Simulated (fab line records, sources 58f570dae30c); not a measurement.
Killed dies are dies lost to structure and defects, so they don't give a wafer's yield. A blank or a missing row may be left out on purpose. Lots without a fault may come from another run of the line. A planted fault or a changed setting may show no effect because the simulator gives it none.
One fault seen from 2 desks | flow berkeley_cmos170 | each desk has only its own numbers; what lay behind them comes last

THE TOOL OWNER'S DESK: furnace-04
The tool's own readings at UCB170_SPACER_ANNEAL_02 (time 1800 s): means of the sampled wafers that have a number, for each lot that ran on this tool. A lot is out of limits, marked OUT, if its mean lies more than 4 standard deviations from the usual mean; the brackets give that distance.
Columns: A = zone_power_centre_pct at UCB170_SPACER_ANNEAL_02, usual 45 %
lot  | first seen here | A
L726 | day 6 22:42     | 50
L730 | day 7 14:36     | 50
L731 | day 7 14:36     | 50
L733 | day 7 14:36     | 50
L742 | day 9 18:02     | 49
L743 | day 9 18:02     | 50
L741 | day 9 22:23     | 50
L745 | day 9 22:23     | 50
This desk's finding: nothing out of limits on any of the 8 lots.

THE METROLOGY DESK
What the gauges read, lot by lot, whatever tool the lot ran on: means of the sampled wafers that have a number. A lot is out of limits, marked OUT, if its mean lies more than 4 standard deviations from the usual mean; the brackets give that distance.
Columns: A = PLDD_RS at UCB170_SDANNEAL_RS_MEAS_04, usual 1032.3 ohm/sq; B = NLDD_RS at UCB170_SDANNEAL_RS_MEAS_05, usual 616.2 ohm/sq
lot  | first seen here | A               | B
L726 | day 7 06:11     | 1032.4          | 615.3
L729 | day 7 09:03     | 1033.2          | 614.5
L731 | day 7 21:46     | 1033.0          | 617.9
L730 | day 7 22:14     | 1033.8          | 616.6
L733 | day 7 22:34     | 1034.5          | 616.2
L735 | day 8 22:40     | 1031.5          | 616.1
L734 | day 8 23:59     | 1035.3          | 616.2
L740 | day 9 15:19     | 1033.0          | 616.2
L739 | day 9 15:29     | 1034.6          | 616.7
L742 | day 10 02:14    | 1030.9          | 617.2
L743 | day 10 02:40    | 1028.8          | 613.7
L745 | day 10 05:25    | 954.7 (-32) OUT | 607.3 (-4.9) OUT
L741 | day 10 05:39    | 947.8 (-35) OUT | 605.0 (-6.2) OUT
L747 | day 11 04:55    | 1033.3          | 618.2
This desk's finding: out of limits on L741, L745; first on L745, day 10 05:25 (PLDD_RS at UCB170_SDANNEAL_RS_MEAS_04). In limits: L726, L729, L731, L730, L733, L735, L734, L740, L739, L742, L743, L747.

PUT TOGETHER
The metrology desk could have raised an alarm at day 10 05:25, on L741, L745.
The tool owner's desk saw nothing out of limits.
The tool owner's desk has L741, L745 on record, within its limits.
Of the lots named, all ran UCB170_SPACER_ANNEAL_02 on furnace-04.

WHAT THE SIMULATOR HAD PUT IN
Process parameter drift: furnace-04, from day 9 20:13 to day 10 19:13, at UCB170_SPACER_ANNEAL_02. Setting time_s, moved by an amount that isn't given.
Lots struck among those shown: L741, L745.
Hours from the fault's start to each desk's first reading out of limits: the metrology desk, 9.
